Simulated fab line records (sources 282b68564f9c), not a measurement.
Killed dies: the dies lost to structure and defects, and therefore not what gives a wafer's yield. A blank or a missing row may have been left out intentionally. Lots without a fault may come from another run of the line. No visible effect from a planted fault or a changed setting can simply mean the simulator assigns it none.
Which tool was responsible? / flow rit-cmos / Sampling: 14 lots, 42 wafers, 2 of 202 route steps

WHAT EACH GAUGE READ, for each wafer
RIT_CONTACT_THK_MEAS_01.
lot=L394; measured=day 3 06:55; on=film-metro-01; CONTACT_TEOS_THK (nm)=405 402 406
lot=L397; measured=day 3 21:42; on=film-metro-01; CONTACT_TEOS_THK (nm)=398 401 403
lot=L398; measured=day 4 01:29; on=film-metro-03; CONTACT_TEOS_THK (nm)=398 409 412
lot=L399; measured=day 4 05:36; on=film-metro-03; CONTACT_TEOS_THK (nm)=398 408 400
lot=L401; measured=day 4 14:10; on=film-metro-01; CONTACT_TEOS_THK (nm)=399 397 400
lot=L402; measured=day 4 23:01; on=film-metro-01; CONTACT_TEOS_THK (nm)=392 403 404
lot=L403; measured=day 5 06:38; on=film-metro-04; CONTACT_TEOS_THK (nm)=396 395 407
lot=L404; measured=day 5 09:40; on=film-metro-04; CONTACT_TEOS_THK (nm)=393 400 402
lot=L405; measured=day 5 11:47; on=film-metro-03; CONTACT_TEOS_THK (nm)=398 402 406
lot=L406; measured=day 5 19:21; on=film-metro-01; CONTACT_TEOS_THK (nm)=396 402 402
lot=L407; measured=day 5 23:17; on=film-metro-03; CONTACT_TEOS_THK (nm)=408 405 404
lot=L414; measured=day 7 11:46; on=film-metro-04; CONTACT_TEOS_THK (nm)=393 392 397
lot=L415; measured=day 7 13:20; on=film-metro-01; CONTACT_TEOS_THK (nm)=369 370 384
lot=L417; measured=day 8 04:01; on=film-metro-01; CONTACT_TEOS_THK (nm)=366 371 381

WHAT TOOL EACH LOT RAN ON (gives the tool, then ch and the chambers of the sampled wafers, and finally the start)
lot=L394; RIT_CONTACT_CVD_00=pecvd-02 ch 0,1,2, day 3 06:52
lot=L397; RIT_CONTACT_CVD_00=pecvd-02 ch 1,2, day 3 21:39
lot=L398; RIT_CONTACT_CVD_00=pecvd-01 ch 0,2, day 4 01:26
lot=L399; RIT_CONTACT_CVD_00=pecvd-04 ch 0,1,2, day 4 05:33
lot=L401; RIT_CONTACT_CVD_00=pecvd-01 ch 0,1, day 4 14:07
lot=L402; RIT_CONTACT_CVD_00=pecvd-04 ch 1,2, day 4 22:57
lot=L403; RIT_CONTACT_CVD_00=pecvd-02 ch 0,1, day 5 06:35
lot=L404; RIT_CONTACT_CVD_00=pecvd-01 ch 0,1,2, day 5 09:37
lot=L405; RIT_CONTACT_CVD_00=pecvd-04 ch 1,2, day 5 11:44
lot=L406; RIT_CONTACT_CVD_00=pecvd-02 ch 0,1,2, day 5 19:18
lot=L407; RIT_CONTACT_CVD_00=pecvd-01 ch 0,1,2, day 5 23:14
lot=L414; RIT_CONTACT_CVD_00=pecvd-02 ch 0,1, day 7 11:43
lot=L415; RIT_CONTACT_CVD_00=pecvd-04 ch 0,1,2, day 7 13:17
lot=L417; RIT_CONTACT_CVD_00=pecvd-04 ch 0,1,2, day 8 03:56
- RIT_CONTACT_CVD_00: deposits SiO2 from TEOS, target thk 400 nm, time 61 s.

AS READ BY THE TOOLS THEMSELVES (means over the sampled wafers that have a number; for cases with no such wafer, the mark the record gives instead)
RIT_CONTACT_CVD_00.
lot=L394; tool=pecvd-02; heater-power-w (W)=282; run-length-s (s)=89.1
lot=L397; tool=pecvd-02; heater-power-w (W)=247; run-length-s (s)=88.8
lot=L398; tool=pecvd-01; heater-power-w (W)=327; run-length-s (s)=89.5
lot=L399; tool=pecvd-04; heater-power-w (W)=354; run-length-s (s)=89.0
lot=L401; tool=pecvd-01; heater-power-w (W)=330; run-length-s (s)=88.0
lot=L402; tool=pecvd-04; heater-power-w (W)=310; run-length-s (s)=89.1
lot=L403; tool=pecvd-02; heater-power-w (W)=277; run-length-s (s)=89.0
lot=L404; tool=pecvd-01; heater-power-w (W)=266; run-length-s (s)=88.7
lot=L405; tool=pecvd-04; heater-power-w (W)=312; run-length-s (s)=89.1
lot=L406; tool=pecvd-02; heater-power-w (W)=277; run-length-s (s)=88.8
lot=L407; tool=pecvd-01; heater-power-w (W)=336; run-length-s (s)=88.7
lot=L414; tool=pecvd-02; heater-power-w (W)=298; run-length-s (s)=89.2
lot=L415; tool=pecvd-04; heater-power-w (W)=382; run-length-s (s)=84.7
lot=L417; tool=pecvd-04; heater-power-w (W)=348; run-length-s (s)=84.6

THE ANSWER, worked out from the rows above alone
Rule: the lots themselves supply what counts as usual. The widest of any qualifying gaps counts: lots, ordered by their means at a reading, are off when they make up no more than a third of the lots, leave a main group of 4 or more, and stand apart from it by 3 or more times the standard deviation of that group's means. If all means in a main group match to the digits the tables above print for the reading, that group is not used. A lot without any number at a reading at which 4 lots or more have one is off too. The other lots that the step has rows for count as sound. Order of review: gauges by route order, followed by the tools' own readings, for which a lot's mean as printed above is used. The first step at which some lot is off is used, and at that step the reading that is off furthest; a lot without a number counts as furthest.
Off: L415, L417, seen at RIT_CONTACT_THK_MEAS_01 (CONTACT_TEOS_THK). The main group has a mean of 401 nm with a standard deviation of 3.3.
If a tool, at a process step before that reading, ran all the lots that are off and no sound lot after the first of them, it fits. Not tried: the gauges at RIT_CONTACT_THK_MEAS_01; whatever is off there is also off at RIT_CONTACT_CVD_00, on other tools, and gauge error can't account for it. One fits: RIT_CONTACT_CVD_00 on pecvd-04. Its last sound lot is L405 (day 5 11:44), its first lot that is off L415 (day 7 13:17): a fault that began between those two fits.
The tool's own readings at RIT_CONTACT_CVD_00 bear it out: on the lots that are off they differ by more than 5 times the standard deviation of the sound lots' means. run-length-s reads 84.7 s there against 88.9 s on the sound lots.

WHAT WAS PUT IN BY THE SIMULATOR
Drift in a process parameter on pecvd-04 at RIT_CONTACT_CVD_00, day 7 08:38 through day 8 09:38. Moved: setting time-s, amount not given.
Struck lots among those shown: L415, L417. The same result came from the rule above.
